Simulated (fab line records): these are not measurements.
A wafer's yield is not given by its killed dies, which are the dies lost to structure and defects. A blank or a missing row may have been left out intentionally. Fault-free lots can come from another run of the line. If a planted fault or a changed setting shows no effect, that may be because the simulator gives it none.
Split-lot experiment ; flow berkeley cmos170 ; 5 lots, 23 wafers read, on a route of 331 steps

## THE SPLIT
At UCB170_M3_COAT_05 (resist thk 900 nm), the setting resist thk nm was moved away from the recipe's 900 nm on 8 of the 23 wafers read, by -4.7% to +3.5%. The other wafers ran this setting at the recipe's value.

The reading is taken at the split's own step.

## THE READING
KrF_of_M3_COAT_05.thk nm (the simulator's own value, which no gauge read), in nm, at UCB170_M3_COAT_05 (resist thk 900 nm). The file gives no usual value for it. Across the 15 wafers here that went through the recipe, the average is 902.5 nm and the standard deviation 4 nm.

wafer;tool, chamber at the split;resist thk nm as run, nm;against the recipe;KrF_of_M3_COAT_05.thk nm, nm;against lot-mates on the recipe
L074.1;litho track-02, 0;931.2;+3.5%;927.7;+30.3
L074.2;litho track-02, 0;931.2;+3.5%;930.5;+33.1
L074.4;litho track-02, 0;931.2;+3.5%;926.8;+29.4
L074.5;litho track-02, 0;900;recipe;894.6;-
L074.6;litho track-02, 0;900;recipe;900.2;-
L077.1;litho track-01, 0;930.1;+3.3%;926.7;+30.6
L077.3;litho track-01, 0;900;recipe;896.4;-
L077.4;litho track-01, 0;930.1;+3.3%;927.7;+31.6
L077.5;litho track-01, 0;930.1;+3.3%;925.5;+29.4
L077.6;litho track-01, 0;900;recipe;895.8;-
L076.1;litho track-04, 0;900;recipe;902.4;-
L076.2;litho track-04, 0;900;recipe;902.5;-
L076.4;litho track-04, 0;900;recipe;902.5;-
L078.1;litho track-04, 0;900;recipe;903.7;-
L078.2;litho track-04, 0;857.9;-4.7%;856.8;-46.4
L078.4;litho track-04, 0;900;recipe;903.5;-
L078.5;litho track-04, 0;900;recipe;902.5;-
L078.6;litho track-04, 0;857.9;-4.7%;859.5;-43.7
L082.1;litho track-04, 0;900;recipe;906.5;-
L082.2;litho track-04, 0;900;recipe;907.4;-
L082.6;litho track-04, 0;900;recipe;907.4;-
L082.4;litho track-04, 0;900;recipe;905.4;-
L082.5;litho track-04, 0;900;recipe;906;-

THE FIT
A straight line over all 23 wafers: KrF_of_M3_COAT_05.thk nm changes by +8.3 nm for each +1% of resist thk nm; r = +0.98; the points scatter about the line by 4 nm.
The same after taking each lot's own level away (the mean of its wafers on the recipe; 23 wafers): +9.3 nm for each +1%; r = +1.00; scatter 1.4 nm.
On that fit, the largest move of resist thk nm shifts the reading by 43 nm.
The lots' own levels span 896.10 to 906.54 nm, that is 2.6 times the standard deviation above.
So the slope is not independent of the lot-to-lot level: the two fits are not the same.
Check: for one of the wafers moved furthest among these (-4.7%), held out of the fit, the line's prediction against its lot-mates is -42.8 nm. It came out at -46.4 nm against them.

## ADDITIONAL SPLITS CARRIED BY THESE WAFERS
These wafers also went through other splits before the reading. Each is held against what the fit with the lots' levels taken away leaves over:
other split on the same wafers;wafers away from the commonest value;r with KrF_of_M3_COAT_05.thk nm (lot level and that fit taken away)
UCB170_SILICIDE_SPUTTER_01 time s;7;+0.17
UCB170_V2_CMP_02 leave above ref nm;7;+0.27

## THE WHOLE CHAIN: every reading that the file lists as answering this split, in the file's order
step;what it does;reading;change (the file's fit);r (the file's)
UCB170_M3_COAT_05;resist thk 900 nm;KrF_of_M3_COAT_05.thk nm (the simulator's own value, which no gauge read);+9.32 nm for each +1% of the setting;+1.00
UCB170_M3_STRIP_07;strips in O2;strip time to endpoint s;withheld for each +1% of the setting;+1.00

## THE FILE'S OWN FIT
KrF_of_M3_COAT_05.thk nm changes by +9.32 nm for each +1% of resist thk nm, r = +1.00.
